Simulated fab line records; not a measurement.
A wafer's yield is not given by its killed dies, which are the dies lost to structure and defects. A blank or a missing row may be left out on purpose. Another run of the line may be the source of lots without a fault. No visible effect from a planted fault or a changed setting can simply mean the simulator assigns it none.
A sampling plan put to the test	flow rit_cmos	one fab line, 28 faults that these records tell of, each judged on the records of the lots that it struck
The plan consists of the line's own looks: route steps at which the wafer is read by a gauge or an inspection but not changed. Where struck wafers have a number at a look and the file lists that look's usual mean and standard deviation on fault-free wafers, the look can be judged. Caught: a look later than the fault's first step finds the struck wafers' mean 4 or more of those standard deviations (sigma) from the usual mean. On the tool: the test repeated on the tool's own readings taken at the fault's steps. Caught also covers a different recipe on the struck wafers, or a record left blank for those wafers only.

== THE FAULTS, as the simulator had put them in ==
1. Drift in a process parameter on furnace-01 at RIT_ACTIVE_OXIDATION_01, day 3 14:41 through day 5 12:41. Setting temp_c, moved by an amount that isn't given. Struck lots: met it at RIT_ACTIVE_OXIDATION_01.
2. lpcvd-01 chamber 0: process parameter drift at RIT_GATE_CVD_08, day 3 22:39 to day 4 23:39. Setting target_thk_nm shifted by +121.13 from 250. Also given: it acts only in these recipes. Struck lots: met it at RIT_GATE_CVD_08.
3. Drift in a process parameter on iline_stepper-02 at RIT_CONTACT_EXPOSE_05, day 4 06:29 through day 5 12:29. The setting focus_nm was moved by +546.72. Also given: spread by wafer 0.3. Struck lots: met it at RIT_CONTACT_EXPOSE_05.
4. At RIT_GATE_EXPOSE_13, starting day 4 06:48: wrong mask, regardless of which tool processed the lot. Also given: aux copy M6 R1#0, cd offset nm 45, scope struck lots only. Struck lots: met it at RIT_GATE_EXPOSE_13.
5. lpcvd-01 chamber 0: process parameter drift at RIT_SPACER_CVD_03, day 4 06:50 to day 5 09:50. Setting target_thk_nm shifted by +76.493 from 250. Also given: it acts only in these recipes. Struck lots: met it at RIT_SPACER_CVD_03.
6. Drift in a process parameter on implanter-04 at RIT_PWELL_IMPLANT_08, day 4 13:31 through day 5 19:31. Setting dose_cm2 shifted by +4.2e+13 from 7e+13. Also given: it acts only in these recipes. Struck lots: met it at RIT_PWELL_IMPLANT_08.
7. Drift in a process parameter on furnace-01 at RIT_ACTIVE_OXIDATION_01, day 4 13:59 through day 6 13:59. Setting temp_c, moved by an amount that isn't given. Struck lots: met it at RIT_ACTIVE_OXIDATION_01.
8. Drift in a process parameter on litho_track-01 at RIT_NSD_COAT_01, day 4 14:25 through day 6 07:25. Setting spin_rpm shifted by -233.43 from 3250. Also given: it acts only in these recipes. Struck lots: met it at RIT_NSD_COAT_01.
9. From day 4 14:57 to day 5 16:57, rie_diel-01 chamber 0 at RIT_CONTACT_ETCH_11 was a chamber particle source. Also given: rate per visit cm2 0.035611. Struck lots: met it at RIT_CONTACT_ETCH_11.
10. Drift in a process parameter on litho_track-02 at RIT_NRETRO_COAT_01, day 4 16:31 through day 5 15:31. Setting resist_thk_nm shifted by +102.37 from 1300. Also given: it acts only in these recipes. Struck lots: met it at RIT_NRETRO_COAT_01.
11. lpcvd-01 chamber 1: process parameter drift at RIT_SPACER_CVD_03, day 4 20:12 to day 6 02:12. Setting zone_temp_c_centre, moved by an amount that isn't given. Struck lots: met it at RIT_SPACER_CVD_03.
12. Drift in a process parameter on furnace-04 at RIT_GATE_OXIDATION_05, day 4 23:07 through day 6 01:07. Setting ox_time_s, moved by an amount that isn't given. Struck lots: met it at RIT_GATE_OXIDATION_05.
13. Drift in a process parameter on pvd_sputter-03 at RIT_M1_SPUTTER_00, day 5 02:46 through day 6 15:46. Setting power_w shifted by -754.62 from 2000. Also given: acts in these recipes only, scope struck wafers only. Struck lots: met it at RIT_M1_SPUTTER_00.
14. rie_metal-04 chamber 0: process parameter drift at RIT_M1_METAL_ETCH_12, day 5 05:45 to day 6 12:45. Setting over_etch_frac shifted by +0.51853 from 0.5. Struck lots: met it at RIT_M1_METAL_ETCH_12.
15. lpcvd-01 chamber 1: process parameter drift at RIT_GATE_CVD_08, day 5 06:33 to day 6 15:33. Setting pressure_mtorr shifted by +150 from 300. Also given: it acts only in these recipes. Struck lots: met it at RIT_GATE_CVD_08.
16. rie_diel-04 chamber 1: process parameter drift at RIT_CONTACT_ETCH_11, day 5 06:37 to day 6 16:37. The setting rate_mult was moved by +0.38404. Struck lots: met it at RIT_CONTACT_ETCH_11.
17. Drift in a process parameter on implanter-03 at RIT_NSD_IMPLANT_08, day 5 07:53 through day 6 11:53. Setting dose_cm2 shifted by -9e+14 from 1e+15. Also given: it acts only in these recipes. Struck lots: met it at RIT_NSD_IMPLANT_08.
18. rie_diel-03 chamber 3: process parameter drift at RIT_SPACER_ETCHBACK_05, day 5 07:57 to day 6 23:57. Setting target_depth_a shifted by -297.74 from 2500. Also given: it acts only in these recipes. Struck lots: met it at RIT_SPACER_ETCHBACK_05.
19. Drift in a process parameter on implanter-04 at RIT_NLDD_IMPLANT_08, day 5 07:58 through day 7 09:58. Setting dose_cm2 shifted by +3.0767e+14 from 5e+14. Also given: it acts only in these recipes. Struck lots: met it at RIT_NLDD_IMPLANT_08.
20. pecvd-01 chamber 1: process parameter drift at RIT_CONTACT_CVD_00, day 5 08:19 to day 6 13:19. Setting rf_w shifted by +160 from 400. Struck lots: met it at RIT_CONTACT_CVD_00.
21. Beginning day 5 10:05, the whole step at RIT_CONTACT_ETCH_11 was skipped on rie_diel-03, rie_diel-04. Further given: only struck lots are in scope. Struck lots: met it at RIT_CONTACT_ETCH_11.
22. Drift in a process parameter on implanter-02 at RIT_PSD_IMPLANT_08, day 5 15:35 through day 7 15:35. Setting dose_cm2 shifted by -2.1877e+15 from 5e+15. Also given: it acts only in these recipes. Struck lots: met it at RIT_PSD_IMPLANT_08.
23. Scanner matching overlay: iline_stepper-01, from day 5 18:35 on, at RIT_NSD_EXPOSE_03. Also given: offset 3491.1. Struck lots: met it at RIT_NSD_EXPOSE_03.
24. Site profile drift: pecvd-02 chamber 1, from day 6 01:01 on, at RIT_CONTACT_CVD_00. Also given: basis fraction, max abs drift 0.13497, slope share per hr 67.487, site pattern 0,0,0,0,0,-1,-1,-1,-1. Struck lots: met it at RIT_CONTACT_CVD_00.
25. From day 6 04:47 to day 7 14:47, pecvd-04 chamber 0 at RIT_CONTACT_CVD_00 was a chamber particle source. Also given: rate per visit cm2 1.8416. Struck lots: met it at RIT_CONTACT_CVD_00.
26. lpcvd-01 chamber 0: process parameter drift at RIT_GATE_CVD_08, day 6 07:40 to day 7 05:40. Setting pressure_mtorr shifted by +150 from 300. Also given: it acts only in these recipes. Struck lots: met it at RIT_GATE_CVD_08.
27. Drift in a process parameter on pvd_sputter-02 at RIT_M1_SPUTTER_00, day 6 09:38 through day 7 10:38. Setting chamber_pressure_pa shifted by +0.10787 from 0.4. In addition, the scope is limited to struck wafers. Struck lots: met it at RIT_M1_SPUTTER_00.
28. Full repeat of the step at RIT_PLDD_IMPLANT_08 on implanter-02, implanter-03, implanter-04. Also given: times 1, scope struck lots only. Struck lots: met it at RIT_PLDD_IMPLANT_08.

== WHAT THE PLAN SAW ==
fault	on the tool itself	first look that catches it	reading, sigma	median hours from its first step to that look	hours from the fault's start to the first struck lot there	judged looks passed uncaught
1	tube_center_temp_C -99 or beyond sigma	RIT_ACTIVE_THK_MEAS_02	ACTIVE_OXIDE_THK -18	1.9	4	0
2	no reading that can be judged	RIT_GATE_THK_MEAS_09	GATE_POLY_THK +48	1.6	16	0
3	exposure_dose_mJ_cm2 -9.3 sigma	RIT_CONTACT_CD_MEAS_08	cd_nm +5.2	0.5	19	0
4	no reading that can be judged	RIT_GATE_CD_MEAS_16	cd_nm +16	0.6	2	0
5	under 2 sigma	RIT_SPACER_THK_MEAS_04	SPACER_NITRIDE_THK +30	1.9	6	0
6	dose_ions_cm2 +99 or beyond sigma	RIT_PWELL_TW_MEAS_10	PWELL_TW +11	0.3	3	0
7	tube_center_temp_C +99 or beyond sigma	RIT_ACTIVE_THK_MEAS_02	ACTIVE_OXIDE_THK +16	1.9	6	0
8	spin_speed_rpm -97 sigma	not the one look that can be judged after it	-	-	-	1
9	under 2 sigma	no look after it can be judged	-	-	-	0
10	no reading that can be judged	not the one look that can be judged after it	-	-	-	1
11	spike_tc_centre_C +9.9 sigma	RIT_SPACER_THK_MEAS_04	SPACER_NITRIDE_THK +5.1	1.9	20	0
12	under 2 sigma	RIT_GATE_THK_MEAS_07	GATE_OXIDE_THK -4.7	1.5	5	0
13	cathode_dc_power_W -99 or beyond sigma	RIT_M1_RS_MEAS_01	M1_AL_RS +62	0.3	7	0
14	oes_product_au -9.7 sigma	RIT_M1_CD_MEAS_90	cd_nm -5.1	0.5	6	0
15	pressure_mtorr +99 or beyond sigma	RIT_GATE_THK_MEAS_09	GATE_POLY_THK +22	1.6	4	0
16	under 2 sigma	no look after it can be judged	-	-	-	0
17	dose_ions_cm2 -99 or beyond sigma	RIT_NSD_TW_MEAS_10	NSD_TW -43	0.3	5	0
18	oes_product_au +5.8 sigma	none of the 7 looks that can be judged after it	-	-	-	7
19	dose_ions_cm2 +99 or beyond sigma	RIT_NLDD_TW_MEAS_10	NLDD_TW +10	0.3	2	0
20	rf_fwd_power_W +94 sigma	RIT_CONTACT_THK_MEAS_01	CONTACT_TEOS_THK +10	0.1	8	0
21	the tool's record is blank for the struck wafers	no look after it can be judged	-	-	-	0
22	dose_ions_cm2 -99 or beyond sigma	RIT_PSD_TW_MEAS_10	PSD_TW -6.1	0.3	2	0
23	no reading that can be judged	RIT_NSD_OVL_MEAS_06	NSD_OVL +99 or beyond	0.4	4	0
24	under 2 sigma	RIT_CONTACT_THK_MEAS_01	CONTACT_TEOS_THK -5.4	0.1	6	0
25	under 2 sigma	no look after it can be judged	-	-	-	0
26	pressure_mtorr +99 or beyond sigma	RIT_GATE_THK_MEAS_09	GATE_POLY_THK +23	1.6	18	0
27	chamber_pressure_pa +99 or beyond sigma	RIT_M1_RS_MEAS_01	M1_AL_RS +7.6	0.3	5	0
28	under 2 sigma	RIT_PLDD_TW_MEAS_10	PLDD_TW +14	0.6	-	0
Dash: fault not caught, or number not given in these records.

Caught at a look: 21 of 28. Caught on the tool: 17 of 28. By one or the other: 24 of 28.
Caught on the tool alone: faults 8, 18, 21.
Caught at a look alone: faults 2, 4, 5, 12, 23, 24, 28.
Caught by neither: faults 9, 10, 16, 25.

== THINNER SAMPLING ==
If the look that catches a fault measured only every second or every third lot, by lot number, the first struck lot would be measured this late in the worst case:
fault	struck lots at that look, in order of time	every lot	every second lot	every third lot
1	L499, L502	4 h	21 h	may miss all 2
2	L856	16 h	may miss it	may miss it
3	L380	19 h	may miss it	may miss it
4	L589	2 h	may miss it	may miss it
5	L379, L383	6 h	may miss all 2	may miss all 2
6	L540, L542	3 h	may miss all 2	may miss all 2
7	L574, L577	6 h	21 h	may miss all 2
11	L127, L128	20 h	25 h	may miss all 2
12	L798, L800	5 h	may miss all 2	may miss all 2
13	L472, L475	7 h	19 h	may miss all 2
14	L322, L325	6 h	18 h	may miss all 2
15	L321, L324	4 h	18 h	may miss all 2
17	L257, L260	5 h	15 h	may miss all 2
19	L182, L186	2 h	may miss all 2	may miss all 2
20	L411, L414	8 h	18 h	may miss all 2
22	L509, L510	2 h	4 h	may miss all 2
23	L747, L748, L750	4 h	9 h	may miss all 3
24	L348, L351	6 h	21 h	may miss all 2
26	L727	18 h	may miss it	may miss it
27	L575, L577	5 h	may miss all 2	may miss all 2
Hours are from the fault's start to the first struck lot that is measured. 4 sigma limit: tested on the pooled struck wafers, so a lone lot may be under it. Other struck lots may not be in these records.

== THE LONGEST TIMED WAY FROM STEP TO LOOK ==
Fault 1: a median of 1.9 hours passes between RIT_ACTIVE_OXIDATION_01 and RIT_ACTIVE_THK_MEAS_02. No look between them can be judged.
